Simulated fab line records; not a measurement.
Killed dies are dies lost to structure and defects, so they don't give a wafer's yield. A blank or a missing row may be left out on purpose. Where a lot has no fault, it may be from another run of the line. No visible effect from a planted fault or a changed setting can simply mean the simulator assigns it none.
8D (eight disciplines) problem report, filled in by code    flow rit-cmos    the parts of the form that need people (team, actions taken, sign-off) are left out

== 1. THE PROBLEM ==
NRETRO_TW at RIT_NRETRO_TW_MEAS_10 reads a mean of 936 on 9 wafers of 3 lots; wafers without a fault read 1045 with a standard deviation of 7.6. Relative to the usual mean, that is a shift of -14 standard deviations.
First observed at day 5 02:19: wafer L803.2, on film-metro-01. At this step, 45 wafers from 15 lots have a number in the record. The rule behind "out" and "out of limits": a value lying over 4 standard deviations away from the usual mean. The other wafers with a number count as sound.

== 2. WHAT IT IS, AND WHAT IT ISN'T ==
question                     is                                           is not
which readings at this step  NRETRO_TW                                    -
which lots                   L803, L804, L805                             L793, L794, L795, L796, L797, L798, L799, L800, L810, L811, L812, L813
which wafers of those lots   all that have a number                       -
read on which gauges         film-metro-01, film-metro-03, film-metro-04  -
when                         from day 5 02:19                             up to then (24 sound wafers); but 12 sound wafers of L810, L811, L812, L813 came after

== 3. WHAT RULES OUT EACH SUSPECT ==
Counting: a tool stays on the suspect list if, at a process step up to the reading, it processed all lots that are out and no sound lot following the first of them.
- the gauge at RIT_NRETRO_TW_MEAS_10 has been ruled out. The wafers that are out were read on 3 gauges (film-metro-01, film-metro-03, film-metro-04).
- implanter-02 at RIT_NRETRO_IMPLANT_08: kept. It processed each lot that is out, first L803 at day 5 01:52, and no sound lot thereafter; up to then, the last sound lot it processed was L799 at day 4 10:59. Out on those wafers are its own readings of beam-energy-keV.
The count leaves implanter-02 at RIT_NRETRO_IMPLANT_08.

== 4. THE CAUSE (what the simulator had put in) ==
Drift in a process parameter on implanter-02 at RIT_NRETRO_IMPLANT_08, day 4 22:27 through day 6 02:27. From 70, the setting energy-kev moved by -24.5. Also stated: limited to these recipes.
Counting left only this tool.

== 5. SEQUENCE OF EFFECTS, ordered by route ==
Each row: a reading whose mean over the struck wafers that have a number lies more than 3 standard deviations from the usual. Only readings whose record carries a usual standard deviation are examined. hours: median over the lots of the time between each lot's start at the first step of this table that gives one and its start at this step. sigmas: the change, counted in usual standard deviations.
hours  step                   reading          usual   on struck wafers  change   sigmas
0      RIT_NRETRO_IMPLANT_08  beam-energy-keV  69.999  45.502            -24.497  -99 or more
0      RIT_NRETRO_TW_MEAS_10  NRETRO_TW        1045    936               -109     -14
Its process steps:
- RIT_NRETRO_IMPLANT_08

== 6. WHAT WOULD HAVE CAUGHT IT SOONER ==
4 hours passed between the start of the fault at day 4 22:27 and the first reading out of limits at a measuring or inspecting step in this record, taken at day 5 02:19.
The tool's own readings at RIT_NRETRO_IMPLANT_08 were out on every struck wafer that the step has a row for (beam-energy-keV): an alarm limit on them would have fired on the first of those.
Of the lots that are out (3), L804, L805 began RIT_NRETRO_IMPLANT_08 on implanter-02 after day 5 02:19. A hold on the tool at that time would have spared those 2.
